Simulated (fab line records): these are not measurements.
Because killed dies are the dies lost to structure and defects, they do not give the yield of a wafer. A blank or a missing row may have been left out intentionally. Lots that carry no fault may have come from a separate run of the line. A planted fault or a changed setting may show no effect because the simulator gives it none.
Split-lot experiment -- flow berkeley_cmos170 -- route with 331 steps; 5 lots, 27 wafers read

SPLIT DETAILS
At UCB170_GATE_DEVELOP_11 (develop time 45 s), the setting develop_time_s was moved away from the recipe's 45 s on 12 of the 27 wafers read, by -54.7% to +57.1%. The other wafers ran this setting at the recipe's value.

FROM THE SPLIT TO THE READING: what the file shows between them, 4 steps
- UCB170_GATE_CD_MEAS_12: target cd 350 nm
- UCB170_GATE_ETCH_14: etches BARC in N2/H2
- UCB170_GATE_ETCH_15: etches poly-Si in HBr/Cl2, stops on SiO2, time 56.3 s, target depth 278.2 nm
- UCB170_GATE_STRIP_16: strips in O2

THE READING
At UCB170_GATE_CD_MEAS_90: cd_nm in nanometres, against a target cd of 350 nm. Fault-free wafers of this fab line usually give 350.5 nm, standard deviation 1.5 nm.

wafer,"tool, chamber at the split","develop_time_s as run, s",against the recipe,"cd_nm, nm",against lot-mates on the recipe
L074.4,"litho_track-02, 0",45,recipe,350.6,-
L074.5,"litho_track-02, 0",45,recipe,350.5,-
L074.6,"litho_track-02, 0",45,recipe,349.3,-
L079.1,"litho_track-04, 0",45,recipe,349.1,-
L079.2,"litho_track-04, 0",70.69,+57.1%,346.4,-2.3
L079.3,"litho_track-04, 0",70.69,+57.1%,346.4,-2.3
L079.4,"litho_track-04, 0",70.69,+57.1%,345.7,-3.0
L079.5,"litho_track-04, 0",45,recipe,349.3,-
L079.6,"litho_track-04, 0",45,recipe,347.6,-
L077.1,"litho_track-03, 0",45,recipe,352.2,-
L077.2,"litho_track-03, 0",45,recipe,351.8,-
L077.3,"litho_track-03, 0",20.37,-54.7%,358.8,+6.6
L077.4,"litho_track-03, 0",20.37,-54.7%,359.0,+6.8
L077.5,"litho_track-03, 0",20.37,-54.7%,358.9,+6.7
L077.6,"litho_track-03, 0",45,recipe,352.6,-
L082.1,"litho_track-02, 0",23.58,-47.6%,356.3,+5.5
L082.2,"litho_track-02, 0",45,recipe,350.9,-
L082.3,"litho_track-02, 0",45,recipe,350.6,-
L082.4,"litho_track-02, 0",23.58,-47.6%,355.0,+4.2
L082.5,"litho_track-02, 0",45,recipe,350.8,-
L082.6,"litho_track-02, 0",23.58,-47.6%,357.5,+6.7
L083.1,"litho_track-03, 0",31.03,-31.0%,352.3,+3.2
L083.2,"litho_track-03, 0",31.03,-31.0%,352.8,+3.7
L083.3,"litho_track-03, 0",45,recipe,349.4,-
L083.4,"litho_track-03, 0",31.03,-31.0%,352.9,+3.8
L083.5,"litho_track-03, 0",45,recipe,348.4,-
L083.6,"litho_track-03, 0",45,recipe,349.5,-

THE FIT
A straight line over all 27 wafers: cd_nm changes by -0.109 nm for each +1% of develop_time_s; r = -0.91; the points scatter about the line by 1.6 nm.
The same after taking each lot's own level away (the mean of its wafers on the recipe; 27 wafers): -0.0871 nm for each +1%; r = -0.93; scatter 1.1 nm.
According to that fit, moving develop_time_s by its largest amount changes the reading by 5 nm.
From 348.67 to 352.20 nm: that is the span of the lots' own levels, equal to 2.4 times the standard deviation above.
So the slope is not independent of the lot-to-lot level: the two fits are not the same.
Check: for one of the wafers moved furthest among these (+57.1%), held out of the fit, the line's prediction against its lot-mates is -4.72 nm. It came out at -2.27 nm against them.

OTHER SPLITS ON THESE WAFERS
Other splits were also applied to these wafers ahead of the reading. Each is held against what the fit with the lots' levels taken away leaves over:
other split on the same wafers,wafers away from the commonest value,r with cd_nm (lot level and that fit taken away)
UCB170_PWELL_CVD_05 time_s,21,+0.16

THE WHOLE CHAIN: every reading that the file lists as answering this split, in the file's order
step,what it does,reading,change (the file's fit),r (the file's)
UCB170_GATE_CD_MEAS_12,target cd 350 nm,cd_nm,-0.0911 nm for each +1% of the setting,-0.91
UCB170_GATE_ETCH_15,"etches poly-Si in HBr/Cl2, stops on SiO2, time 56.3 s, target depth 278.2 nm","GATE.cd_nm (the simulator's own value, which no gauge read)",-0.0917 nm for each +1% of the setting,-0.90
UCB170_GATE_CD_MEAS_90,target cd 350 nm,cd_nm,-0.0929 nm for each +1% of the setting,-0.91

THE FILE'S OWN FIT
cd_nm changes by -0.0929 nm for each +1% of develop_time_s, r = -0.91.
